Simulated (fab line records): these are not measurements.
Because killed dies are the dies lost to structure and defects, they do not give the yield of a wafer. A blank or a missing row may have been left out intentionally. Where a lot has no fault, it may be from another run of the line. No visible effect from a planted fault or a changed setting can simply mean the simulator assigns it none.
Comparing a struck lot with a sound one -- flow rit cmos -- 17 steps out of a route of 202
Sound: the wafers L980.3, L980.5, L980.6. Struck: wafers L993.1, L993.2, L993.5. At the end, the cause is stated.
Order at every step that has rows: each side's tool, ch and its chambers, its first start. Under that, the readings that differ: sound wafers -- struck wafers -- difference of the means -- sigmas: that difference in standard deviations of wafers without a fault.
alike: words and numbers the same on both sides, and readings whose means are apart by under 2 such deviations; not compared: readings that were withheld, readings missing a value for some wafer, numbers with overlapping values and no deviation given by the record, and bounds like >300 which may hide the same value.
The two part at a step that has a row with sigmas, a row that says differs or no value, or rows on one side only. Numbers that have no deviation but don't overlap get no sigmas and don't part them. Lack of a reading on every wafer of one side parts them only where that side has two or more wafers.

RIT_PWELL_TW_MEAS_10:
  sound on film metro-02 at day 2 03:35; struck on film metro-02 at day 4 20:46
  alike: PWELL_TW
then, 1 step without rows for these wafers: RIT_WELLDRIVE_ANNEAL_00 (time 14700 s).
RIT_WELLDRIVE_RS_MEAS_01: measurement is done with a four-point probe.
  sound on film metro-03 at day 2 08:46; struck on film metro-03 at day 5 01:55
  alike: NWELL_RS
RIT_WELLDRIVE_RS_MEAS_02: measurement is done with a four-point probe.
  sound on film metro-03 at day 2 08:53; struck on film metro-03 at day 5 02:02
  alike: PWELL_RS
then, 6 steps without rows for these wafers: RIT_NRETRO_HMDS_00 (prime time 60 s); RIT_NRETRO_COAT_01 (resist thk 1300 nm); RIT_NRETRO_SOFTBAKE_02 (time 60 s); RIT_NRETRO_EXPOSE_03 (exposes mask M4, target cd 43900 nm); RIT_NRETRO_PEB_04; RIT_NRETRO_DEVELOP_05 (develop time 68 s).
RIT_NRETRO_OVL_MEAS_06:
  sound on overlay-02 at day 2 09:59; struck on overlay-02 at day 5 03:02
  alike: NRETRO_OVL
then, 1 step without rows for these wafers: RIT_NRETRO_HARDBAKE_07 (time 120 s).
RIT_NRETRO_IMPLANT_08:
  sound on implanter-01 ch 0, day 2 10:19; struck on implanter-03 ch 0, day 5 03:19
reading,sound,struck,difference,sigmas
dose ions cm2,9.995e+12 9.984e+12 9.988e+12,8.288e+12 8.28e+12 8.303e+12,-1.699e+12,-99 or more
faraday current uA,31.3 31.9 32.8,26.4 26.6 26.4,-5.5,-9
RIT_NRETRO_STRIP_09: strips in O2, time 180 s.
  sound on plasma asher-04 ch 0,1, day 2 10:28; struck on plasma asher-01 ch 0,1, day 5 03:28
  alike: drypump motor current A, o2 flow sccm
  not compared: rf hours counter h
RIT_NRETRO_TW_MEAS_10:
  sound on film metro-03 at day 2 10:36; struck on film metro-02 at day 5 03:38
reading,sound,struck,difference,sigmas
NRETRO_TW,1055 1051 1048,999 1005 996,-51,-5
then, 1 step without rows for these wafers: RIT_PRETRO_HMDS_00 (prime time 60 s).
RIT_M1_PROBE_99:
  sound on prober-01 at day 3 15:42; struck on prober-02 at day 6 08:38
reading,sound,struck,difference,sigmas
model.etest.pmos narrow.drive ua um,101.7 104.9 102.2,111.5 110 110.8,+7.8,
model.etest.pmos_0p3.drive ua um,101 103.7 101,110.8 110.7 109.7,+8.5,
model.etest.well edge left.line ohm um,183.8 182.9 180.3,184.1 187.4 186.1,+3.5,
model.etest.well edge right.line ohm um,182.5 183.4 182.7,186.3 184.6 184.2,+2.2,
model.etest.pmos_0p15.off log10 a um,-10.32 -9.908 -10.29,-9.48 -9.672 -9.467,+0.63,
model.etest.retro edge pmos.off log10 a um,-10.13 -9.773 -10.11,-9.336 -9.578 -9.391,+0.569,
model.etest.ring.quiet log10 a (angstrom),-7.777 -7.332 -7.767,-7.091 -7.227 -7.093,+0.488,
model.etest.pmos narrow.off log10 a um,-12.75 -12.84 -12.79,-12.26 -12.55 -12.27,+0.43,
  alike: killed_at_M0_to_M3, killed at contacts, killed at front end, killed dies, killed open, killed short

== WHERE THEY PART ==
First at RIT_NRETRO_IMPLANT_08; last, within this record, at RIT_NRETRO_TW_MEAS_10. Later steps at which nothing parts them and some readings are alike: RIT_M1_PROBE_99.

WHY: the cause the simulator had injected
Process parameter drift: implanter-03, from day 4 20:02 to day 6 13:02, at RIT_NRETRO_IMPLANT_08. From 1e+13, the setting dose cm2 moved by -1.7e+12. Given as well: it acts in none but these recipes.
